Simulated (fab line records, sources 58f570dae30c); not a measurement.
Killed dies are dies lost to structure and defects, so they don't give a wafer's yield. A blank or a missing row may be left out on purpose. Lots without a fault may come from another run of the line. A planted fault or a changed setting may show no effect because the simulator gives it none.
One fault seen from 2 desks | flow berkeley_cmos170 | each desk has only its own numbers; what lay behind them comes last

THE TOOL OWNER'S DESK: litho_track-03
The tool's own readings at UCB170_M1_COAT_04 (resist thk 900 nm): means of the sampled wafers that have a number, for each lot that ran on this tool. A lot is out of limits, marked OUT, if its mean lies more than 4 standard deviations from the usual mean; the brackets give that distance.
Columns: A = exhaust_pa at UCB170_M1_COAT_04, usual 45.1 Pa; B = resist_line_temp_C at UCB170_M1_COAT_04, usual 23.01 C
lot  | first seen here | A    | B
L987 | day 8 23:00     | 45.1 | 22.98
L990 | day 9 08:00     | 45.4 | 23.09
L994 | day 10 18:00    | 46.4 | 22.84
L100 | day 11 16:00    | 44.9 | 22.95
L104 | day 12 19:00    | 45.1 | 23.05
This desk's finding: nothing out of limits on any of the 5 lots.

THE METROLOGY DESK
What the gauges read, lot by lot, whatever tool the lot ran on: means of the sampled wafers that have a number. A lot is out of limits, marked OUT, if its mean lies more than 4 standard deviations from the usual mean; the brackets give that distance.
Columns: A = PSD_TW at UCB170_PSD_TW_MEAS_10, usual 2321; B = cd_nm at UCB170_M1_CD_MEAS_09, usual 700.2 nm; C = cd_nm at UCB170_V1_CD_MEAS_12, usual 700.3 nm
lot  | first seen here | A    | B                | C
L985 | day 7 17:05     | 2336 | 698.4            | 700.4
L988 | day 8 09:56     | 2346 | 700.6            | 703.1
L989 | day 8 10:02     | 2324 | 701.5            | 696.5
L987 | day 8 10:14     | 2316 | 700.6            | 702.1
L991 | day 8 18:43     | 2312 | 699.2            | 701.5
L992 | day 8 18:49     | 2318 | 699.8            | 699.9
L990 | day 8 19:16     | 2297 | 699.2            | 702.2
L993 | day 9 10:59     | 2317 | 701.0            | 700.4
L995 | day 10 02:39    | 2299 | 700.0            | 699.3
L994 | day 10 02:47    | 2318 | 700.3            | 698.2
L100 | day 11 02:59    | 2306 | 678.0 (-13) OUT  | 703.0
L105 | day 12 02:12    | 2361 | 701.2            | 699.9
L107 | day 12 02:47    | 2353 | 701.1            | 701.2
L104 | day 12 09:44    | 2311 | 685.7 (-8.5) OUT | 700.6
This desk's finding: out of limits on L100, L104; first on L100, day 11 17:51 (cd_nm at UCB170_M1_CD_MEAS_09). In limits: L985, L988, L989, L987, L991, L992, L990, L993, L995, L994, L105, L107.

PUT TOGETHER
The metrology desk could have raised an alarm at day 11 17:51, on L100, L104.
The tool owner's desk saw nothing out of limits.
The tool owner's desk has L100, L104 on record, within its limits.
Of the lots named, all ran UCB170_M1_COAT_04 on litho_track-03.

WHAT THE SIMULATOR HAD PUT IN
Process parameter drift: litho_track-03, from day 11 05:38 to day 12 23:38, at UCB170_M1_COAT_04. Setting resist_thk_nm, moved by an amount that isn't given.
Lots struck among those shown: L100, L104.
Hours from the fault's start to each desk's first reading out of limits: the metrology desk, 12.
